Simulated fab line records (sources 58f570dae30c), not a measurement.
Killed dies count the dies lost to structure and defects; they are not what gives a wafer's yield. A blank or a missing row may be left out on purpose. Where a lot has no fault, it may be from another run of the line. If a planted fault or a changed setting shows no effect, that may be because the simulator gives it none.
Chamber matching || flow berkeley cmos170 || 4 sister chambers for UCB170_V1_CMP_02 on cmp-02
The step polishes SiO2. 18 wafers are shown with their chamber, then 9 later ones without.

== EACH WAFER AND ITS CHAMBER ==
{"wafer": "L692.3", "chamber": 0, "motor current A (A)": 14.2}
{"wafer": "L692.4", "chamber": 1, "motor current A (A)": 14.7}
{"wafer": "L692.6", "chamber": 2, "motor current A (A)": 16.4}
{"wafer": "L694.2", "chamber": 0, "motor current A (A)": 14.0}
{"wafer": "L694.5", "chamber": 3, "motor current A (A)": 17.2}
{"wafer": "L694.6", "chamber": 0, "motor current A (A)": 14.0}
{"wafer": "L697.1", "chamber": 1, "motor current A (A)": 14.6}
{"wafer": "L697.2", "chamber": 0, "motor current A (A)": 14.6}
{"wafer": "L697.5", "chamber": 1, "motor current A (A)": 14.4}
{"wafer": "L699.2", "chamber": 1, "motor current A (A)": 14.0}
{"wafer": "L699.3", "chamber": 3, "motor current A (A)": 16.5}
{"wafer": "L699.5", "chamber": 2, "motor current A (A)": 16.2}
{"wafer": "L700.1", "chamber": 1, "motor current A (A)": 13.9}
{"wafer": "L700.2", "chamber": 3, "motor current A (A)": 16.9}
{"wafer": "L700.5", "chamber": 0, "motor current A (A)": 14.1}
{"wafer": "L707.1", "chamber": 1, "motor current A (A)": 14.0}
{"wafer": "L707.2", "chamber": 3, "motor current A (A)": 17.2}
{"wafer": "L707.6", "chamber": 2, "motor current A (A)": 16.4}

SIGNATURES (averages over the wafers above)
{"reading": "motor current A", "chamber 0": 14.180, "chamber 1": 14.267, "chamber 2": 16.333, "chamber 3": 16.950, "scatter within a chamber": 0.293}
Rule: for each reading, subtract the chamber's mean from the wafer's reading, divide by that reading's scatter and square the result; add these up over the readings and take the root, which gives the wafer's distance from the chamber. If the next closest chamber is less than 2 further off than the closest, the wafer can't be placed; otherwise it belongs to the closest. The scatter: take each reading less its chamber's mean, square it, sum over the shown wafers, divide by the number of wafers less the number of chambers, and take the root.

== WAFERS MISSING THEIR CHAMBER ==
{"wafer": "L712.1", "motor current A (A)": 15.5}
{"wafer": "L712.2", "motor current A (A)": 13.8}
{"wafer": "L712.6", "motor current A (A)": 17.5}
{"wafer": "L713.1", "motor current A (A)": 16.4}
{"wafer": "L713.5", "motor current A (A)": 15.3}
{"wafer": "L713.6", "motor current A (A)": 17.7}
{"wafer": "L715.2", "motor current A (A)": 13.8}
{"wafer": "L715.4", "motor current A (A)": 17.0}
{"wafer": "L715.6", "motor current A (A)": 14.8}

== WHICH CHAMBER EACH ONE RAN IN ==
{"wafer": "L712.1", "from the rows above": "can't be placed: 2 or 1 or 0", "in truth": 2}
{"wafer": "L712.2", "from the rows above": "can't be placed: 0 or 1", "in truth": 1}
{"wafer": "L712.6", "from the rows above": 3, "in truth": 3}
{"wafer": "L713.1", "from the rows above": "can't be placed: 2 or 3", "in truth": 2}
{"wafer": "L713.5", "from the rows above": "can't be placed: 2 or 1 or 0", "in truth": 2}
{"wafer": "L713.6", "from the rows above": 3, "in truth": 3}
{"wafer": "L715.2", "from the rows above": "can't be placed: 0 or 1", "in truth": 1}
{"wafer": "L715.4", "from the rows above": 3, "in truth": 3}
{"wafer": "L715.6", "from the rows above": "can't be placed: 1 or 0", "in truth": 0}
Placed correctly: 3 of 9. Cannot be placed on the basis of these rows: 6; the candidates contain the true chamber in 6. Wrongly placed: 0.
